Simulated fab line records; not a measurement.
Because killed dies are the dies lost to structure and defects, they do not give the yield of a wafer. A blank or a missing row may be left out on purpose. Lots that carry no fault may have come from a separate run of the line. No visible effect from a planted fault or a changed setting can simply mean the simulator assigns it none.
Which tool did it? :: flow rit-cmos :: 14 lots, 42 wafers sampled, at 2 steps of a route of 202

== WHAT THE GAUGES READ, wafer by wafer ==
Not one reading of a measure or inspect step in the record can be checked against a usual standard deviation.

== WHICH TOOL RAN EACH LOT (tool, then ch and the chambers of the sampled wafers, then the start) ==
lot: L963
RIT_M1_METAL_ETCH_12: rie-metal-02 ch 0,1, day 3 17:58
RIT_M1_PROBE_99: prober-02, day 3 20:13

lot: L965
RIT_M1_METAL_ETCH_12: rie-metal-03 ch 0,1, day 4 03:11
RIT_M1_PROBE_99: prober-02, day 4 05:26

lot: L967
RIT_M1_METAL_ETCH_12: rie-metal-04 ch 0,1, day 4 16:23
RIT_M1_PROBE_99: prober-02, day 4 18:38

lot: L968
RIT_M1_METAL_ETCH_12: rie-metal-03 ch 0,1, day 4 18:52
RIT_M1_PROBE_99: prober-01, day 4 21:13

lot: L971
RIT_M1_METAL_ETCH_12: rie-metal-03 ch 0,1, day 5 06:49
RIT_M1_PROBE_99: prober-02, day 5 09:48

lot: L972
RIT_M1_METAL_ETCH_12: rie-metal-02 ch 0,1, day 5 11:11
RIT_M1_PROBE_99: prober-01, day 5 13:26

lot: L973
RIT_M1_METAL_ETCH_12: rie-metal-04 ch 0,1, day 5 15:28
RIT_M1_PROBE_99: prober-02, day 5 17:43

lot: L975
RIT_M1_METAL_ETCH_12: rie-metal-02 ch 0,1, day 6 00:33
RIT_M1_PROBE_99: prober-02, day 6 02:51

lot: L978
RIT_M1_METAL_ETCH_12: rie-metal-02 ch 0,1, day 6 17:46
RIT_M1_PROBE_99: prober-01, day 6 20:05

lot: L979
RIT_M1_METAL_ETCH_12: rie-metal-03 ch 0,1, day 6 21:20
RIT_M1_PROBE_99: prober-02, day 6 23:36

lot: L981
RIT_M1_METAL_ETCH_12: rie-metal-03 ch 0,1, day 7 06:47
RIT_M1_PROBE_99: prober-02, day 7 09:03

lot: L983
RIT_M1_METAL_ETCH_12: rie-metal-04 ch 0,1, day 7 15:15
RIT_M1_PROBE_99: prober-02, day 7 17:38

lot: L985
RIT_M1_METAL_ETCH_12: rie-metal-02 ch 0,1, day 8 04:57
RIT_M1_PROBE_99: prober-02, day 8 07:20

lot: L986
RIT_M1_METAL_ETCH_12: rie-metal-04 ch 0,1, day 8 12:07
RIT_M1_PROBE_99: prober-01, day 8 14:25
- RIT_M1_METAL_ETCH_12: etches Al in Cl2/BCl3, stops on SiO2, time 165 s, target depth 600 nm.
- RIT_M1_PROBE_99

== WHAT THE TOOLS THEMSELVES READ (means of the sampled wafers that have a number; where no wafer has one, the mark that the record gives instead) ==
RIT_M1_METAL_ETCH_12. Usual: chamber-pressure-mTorr 100.01 mTorr, standard deviation 0.099; drypump-motor-current-A 5.3 A, standard deviation 0.47; he-backside-leak-sccm 3.4 sccm, standard deviation 0.39; oes-product-au 0.778 a.u., standard deviation 0.014; throttle-valve-pct 8.29 %, standard deviation 0.035.
lot: L963
tool: rie-metal-02
chamber-pressure-mTorr (mTorr): 100.07
drypump-motor-current-A (A): 5.6
he-backside-leak-sccm (sccm): 3.4
oes-product-au (a.u.): 0.779
throttle-valve-pct (%): 8.25
flag: 

lot: L965
tool: rie-metal-03
chamber-pressure-mTorr (mTorr): 99.94
drypump-motor-current-A (A): 4.9
he-backside-leak-sccm (sccm): 3.2
oes-product-au (a.u.): 0.778
throttle-valve-pct (%): 8.31
flag: 

lot: L967
tool: rie-metal-04
chamber-pressure-mTorr (mTorr): 99.96
drypump-motor-current-A (A): 5.7
he-backside-leak-sccm (sccm): 3.4
oes-product-au (a.u.): 0.786
throttle-valve-pct (%): 8.32
flag: 

lot: L968
tool: rie-metal-03
chamber-pressure-mTorr (mTorr): 100.10
drypump-motor-current-A (A): 4.9
he-backside-leak-sccm (sccm): 3.2
oes-product-au (a.u.): 0.773
throttle-valve-pct (%): 8.30
flag: 

lot: L971
tool: rie-metal-03
chamber-pressure-mTorr (mTorr): 99.95
drypump-motor-current-A (A): 4.9
he-backside-leak-sccm (sccm): 3.2
oes-product-au (a.u.): 0.780
throttle-valve-pct (%): 8.30
flag: 

lot: L972
tool: rie-metal-02
chamber-pressure-mTorr (mTorr): 99.99
drypump-motor-current-A (A): 5.2
he-backside-leak-sccm (sccm): 3.5
oes-product-au (a.u.): 0.787
throttle-valve-pct (%): 8.26
flag: 

lot: L973
tool: rie-metal-04
chamber-pressure-mTorr (mTorr): 99.94
drypump-motor-current-A (A): 5.6
he-backside-leak-sccm (sccm): 3.4
oes-product-au (a.u.): 0.781
throttle-valve-pct (%): 8.33
flag: 

lot: L975
tool: rie-metal-02
chamber-pressure-mTorr (mTorr): 100.02
drypump-motor-current-A (A): 5.6
he-backside-leak-sccm (sccm): 3.3
oes-product-au (a.u.): 0.778
throttle-valve-pct (%): 8.25
flag: 

lot: L978
tool: rie-metal-02
chamber-pressure-mTorr (mTorr): 100.03
drypump-motor-current-A (A): 5.2
he-backside-leak-sccm (sccm): 3.5
oes-product-au (a.u.): 0.790
throttle-valve-pct (%): 8.26
flag: 

lot: L979
tool: rie-metal-03
chamber-pressure-mTorr (mTorr): 106.68
drypump-motor-current-A (A): 4.8
he-backside-leak-sccm (sccm): 3.1
oes-product-au (a.u.): 0.771
throttle-valve-pct (%): 8.29
flag: OFF

lot: L981
tool: rie-metal-03
chamber-pressure-mTorr (mTorr): 113.38
drypump-motor-current-A (A): 4.9
he-backside-leak-sccm (sccm): 3.2
oes-product-au (a.u.): 0.777
throttle-valve-pct (%): 8.31
flag: OFF

lot: L983
tool: rie-metal-04
chamber-pressure-mTorr (mTorr): 100.03
drypump-motor-current-A (A): 5.7
he-backside-leak-sccm (sccm): 3.3
oes-product-au (a.u.): 0.783
throttle-valve-pct (%): 8.32
flag: 

lot: L985
tool: rie-metal-02
chamber-pressure-mTorr (mTorr): 100.03
drypump-motor-current-A (A): 5.2
he-backside-leak-sccm (sccm): 3.6
oes-product-au (a.u.): 0.787
throttle-valve-pct (%): 8.26
flag: 

lot: L986
tool: rie-metal-04
chamber-pressure-mTorr (mTorr): 100.01
drypump-motor-current-A (A): 5.5
he-backside-leak-sccm (sccm): 3.4
oes-product-au (a.u.): 0.782
throttle-valve-pct (%): 8.34
flag: 

RIT_M1_PROBE_99. Usual: defect-limited-yield 97.4 %, standard deviation 1.2; killed-at-contacts 0.0, standard deviation 0.23; killed-at-front-end 7, standard deviation 3.1; killed-dies 7, standard deviation 3.1; killed-open 3.3, standard deviation 2; killed-short 3.5, standard deviation 1.9; sort_bin_3_pad_short 0.1 %, standard deviation 0.24; sort_bin_5_function 1.5 %, standard deviation 0.84; sort_bin_6_memory 0.9 %, standard deviation 0.62; sort-n-pass 257, standard deviation 3.1; sort-yield-pct 97.4 %, standard deviation 1.2.
lot: L963
tool: prober-02
defect-limited-yield (%): 97.8
killed-at-contacts: 0.0
killed-at-front-end: 6
killed-dies: 6
killed-open: 2.3
killed-short: 3.3
sort_bin_3_pad_short (%): 0.1
sort_bin_5_function (%): 1.2
sort_bin_6_memory (%): 0.8
sort-n-pass: 258
sort-yield-pct (%): 97.8
flag: 

lot: L965
tool: prober-02
defect-limited-yield (%): 96.2
killed-at-contacts: 0.0
killed-at-front-end: 10
killed-dies: 10
killed-open: 4.7
killed-short: 5.3
sort_bin_3_pad_short (%): 0.3
sort_bin_5_function (%): 2.0
sort_bin_6_memory (%): 1.5
sort-n-pass: 254
sort-yield-pct (%): 96.2
flag: 

lot: L967
tool: prober-02
defect-limited-yield (%): 96.2
killed-at-contacts: 0.0
killed-at-front-end: 10
killed-dies: 10
killed-open: 4.3
killed-short: 5.7
sort_bin_3_pad_short (%): 0.1
sort_bin_5_function (%): 1.9
sort_bin_6_memory (%): 1.8
sort-n-pass: 254
sort-yield-pct (%): 96.2
flag: 

lot: L968
tool: prober-01
defect-limited-yield (%): 98.5
killed-at-contacts: 0.0
killed-at-front-end: 4
killed-dies: 4
killed-open: 2.0
killed-short: 2.0
sort_bin_3_pad_short (%): 0.1
sort_bin_5_function (%): 0.9
sort_bin_6_memory (%): 0.5
sort-n-pass: 260
sort-yield-pct (%): 98.5
flag: 

lot: L971
tool: prober-02
defect-limited-yield (%): 97.6
killed-at-contacts: 0.0
killed-at-front-end: 6
killed-dies: 6
killed-open: 3.0
killed-short: 3.3
sort_bin_3_pad_short (%): 0.0
sort_bin_5_function (%): 1.6
sort_bin_6_memory (%): 0.8
sort-n-pass: 258
sort-yield-pct (%): 97.6
flag: 

lot: L972
tool: prober-01
defect-limited-yield (%): 96.3
killed-at-contacts: 0.0
killed-at-front-end: 10
killed-dies: 10
killed-open: 5.0
killed-short: 4.7
sort_bin_3_pad_short (%): 0.5
sort_bin_5_function (%): 1.9
sort_bin_6_memory (%): 1.3
sort-n-pass: 254
sort-yield-pct (%): 96.3
flag: 

lot: L973
tool: prober-02
defect-limited-yield (%): 98.0
killed-at-contacts: 0.0
killed-at-front-end: 5
killed-dies: 5
killed-open: 2.3
killed-short: 2.3
sort_bin_3_pad_short (%): 0.3
sort_bin_5_function (%): 0.9
sort_bin_6_memory (%): 0.9
sort-n-pass: 259
sort-yield-pct (%): 98.0
flag: 

lot: L975
tool: prober-02
defect-limited-yield (%): 96.7
killed-at-contacts: 0.0
killed-at-front-end: 9
killed-dies: 9
killed-open: 2.7
killed-short: 6.0
sort_bin_3_pad_short (%): 0.1
sort_bin_5_function (%): 2.2
sort_bin_6_memory (%): 1.0
sort-n-pass: 255
sort-yield-pct (%): 96.7
flag: 

lot: L978
tool: prober-01
defect-limited-yield (%): 96.4
killed-at-contacts: 0.0
killed-at-front-end: 9
killed-dies: 9
killed-open: 4.3
killed-short: 4.7
sort_bin_3_pad_short (%): 0.1
sort_bin_5_function (%): 1.8
sort_bin_6_memory (%): 1.6
sort-n-pass: 255
sort-yield-pct (%): 96.4
flag: 

lot: L979
tool: prober-02
defect-limited-yield (%): 96.6
killed-at-contacts: 0.0
killed-at-front-end: 9
killed-dies: 9
killed-open: 5.0
killed-short: 3.7
sort_bin_3_pad_short (%): 0.0
sort_bin_5_function (%): 2.2
sort_bin_6_memory (%): 1.3
sort-n-pass: 255
sort-yield-pct (%): 96.6
flag: 

lot: L981
tool: prober-02
defect-limited-yield (%): 98.2
killed-at-contacts: 0.3
killed-at-front-end: 4
killed-dies: 5
killed-open: 2.7
killed-short: 2.0
sort_bin_3_pad_short (%): 0.3
sort_bin_5_function (%): 1.0
sort_bin_6_memory (%): 0.5
sort-n-pass: 259
sort-yield-pct (%): 98.2
flag: 

lot: L983
tool: prober-02
defect-limited-yield (%): 98.0
killed-at-contacts: 0.0
killed-at-front-end: 5
killed-dies: 5
killed-open: 2.3
killed-short: 3.0
sort_bin_3_pad_short (%): 0.0
sort_bin_5_function (%): 1.1
sort_bin_6_memory (%): 0.9
sort-n-pass: 259
sort-yield-pct (%): 98.0
flag: 

lot: L985
tool: prober-02
defect-limited-yield (%): 98.1
killed-at-contacts: 0.0
killed-at-front-end: 5
killed-dies: 5
killed-open: 2.3
killed-short: 2.7
sort_bin_3_pad_short (%): 0.0
sort_bin_5_function (%): 1.0
sort_bin_6_memory (%): 0.9
sort-n-pass: 259
sort-yield-pct (%): 98.1
flag: 

lot: L986
tool: prober-01
defect-limited-yield (%): 97.7
killed-at-contacts: 0.0
killed-at-front-end: 6
killed-dies: 6
killed-open: 2.3
killed-short: 3.7
sort_bin_3_pad_short (%): 0.1
sort_bin_5_function (%): 1.1
sort_bin_6_memory (%): 1.0
sort-n-pass: 258
sort-yield-pct (%): 97.7
flag: 

== THE ANSWER, worked out from the rows above alone ==
Rule: a lot counts as off when the mean over its wafers that have a number is more than 3 standard deviations away from the usual mean. A lot without any number at a reading at which 4 lots or more have one is off too. All remaining lots with rows at the step are treated as sound. Order of review: gauges by route order, followed by the tools' own readings, for which a lot's mean as printed above is used. At the first step where some lot is off, the reading lying furthest off is the one used; lots without a number count as furthest.
Off at RIT_M1_METAL_ETCH_12 (chamber-pressure-mTorr): L979, L981.
A tool fits if, at that step or a process step before it, it ran every lot that is off, and no sound lot after the first of them. One candidate fits, namely rie-metal-03 at RIT_M1_METAL_ETCH_12. Its last sound lot is L971 (day 5 06:49), its first lot that is off L979 (day 6 21:20): a fault that began between those two fits.
On the lots that are off, the tool's own readings at RIT_M1_METAL_ETCH_12 differ by more than 5 times the standard deviation of the sound lots' means, which bears it out; chamber-pressure-mTorr reads 110.03 mTorr there versus 100.01 mTorr on the sound lots.

== WHAT WAS PUT IN BY THE SIMULATOR ==
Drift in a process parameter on rie-metal-03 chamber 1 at RIT_M1_METAL_ETCH_12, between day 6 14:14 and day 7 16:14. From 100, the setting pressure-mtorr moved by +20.
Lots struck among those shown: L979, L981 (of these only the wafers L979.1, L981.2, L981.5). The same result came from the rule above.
